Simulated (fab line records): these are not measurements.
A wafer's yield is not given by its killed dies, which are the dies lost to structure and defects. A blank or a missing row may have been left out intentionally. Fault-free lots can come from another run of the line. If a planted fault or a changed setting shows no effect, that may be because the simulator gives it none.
The tool behind it: which one? -- flow berkeleyCmos170 -- 7 lots, 21 wafers sampled, at 3 steps of a route of 331

WHAT THE GAUGES SHOWED, per wafer
UCB170_NSD_TW_MEAS_10.
lot,measured,on,NSD_TW
L551,day 7 05:58,filmMetro-03,4232 4245 4250
L552,day 7 15:04,filmMetro-03,4249 4218 4235
L556,day 8 15:49,filmMetro-04,30 30 30
L561,day 9 20:35,filmMetro-03,4239 4206 4238
L563,day 10 11:01,filmMetro-02,4188 4177 4193
L565,day 10 19:58,filmMetro-04,4159 4153 4144
L568,day 11 04:13,filmMetro-04,4191 4168 4206

WHICH TOOL RAN EACH LOT (tool, then ch and the chambers of the sampled wafers, then the start)
lot,UCB170_PSD_STRIP_09,UCB170_NSD_STRIP_09
L551,"plasmaAsher-02 ch 1, day 7 02:49","plasmaAsher-04 ch 0,1, day 7 05:52"
L552,"plasmaAsher-03 ch 0,1, day 7 13:13","plasmaAsher-03 ch 0,1, day 7 14:57"
L556,"plasmaAsher-03 ch 0,1, day 8 13:49","plasmaAsher-01 ch 0,1, day 8 15:43"
L561,"plasmaAsher-02 ch 0,1, day 9 18:17","plasmaAsher-04 ch 0,1, day 9 20:29"
L563,"plasmaAsher-03 ch 0,1, day 10 06:05","plasmaAsher-03 ch 0,1, day 10 10:56"
L565,"plasmaAsher-04 ch 1, day 10 18:06","plasmaAsher-04 ch 0,1, day 10 19:52"
L568,"plasmaAsher-02 ch 0,1, day 11 02:04","plasmaAsher-01 ch 0,1, day 11 04:07"
- UCB170_PSD_STRIP_09: strips in O2.
- UCB170_NSD_STRIP_09: strips in O2.

THE ANSWER, worked out from the rows above alone
Rule: what is usual is taken from the lots themselves. Put in order of their means at a reading, lots are off if they are a third of the lots or fewer, leave a main group of 4 or more, and stand apart from it by a gap of 3 or more times the standard deviation of the main group's means; of several such gaps the widest counts. Not used: any main group whose means are identical at the precision the tables above print for the reading. Also off: a lot with no number at a reading for which 4 or more lots have one. The other lots that the step has rows for count as sound.
Off: L556, seen at UCB170_NSD_TW_MEAS_10 (NSD_TW). Main group: mean 4205, sd 32.
If a tool, at a process step before that reading, ran all the lots that are off and no sound lot after the first of them, it fits. The gauges at UCB170_NSD_TW_MEAS_10 are tried like those tools. Of those tried, none fits.

WHAT THE SIMULATOR HAD INSERTED
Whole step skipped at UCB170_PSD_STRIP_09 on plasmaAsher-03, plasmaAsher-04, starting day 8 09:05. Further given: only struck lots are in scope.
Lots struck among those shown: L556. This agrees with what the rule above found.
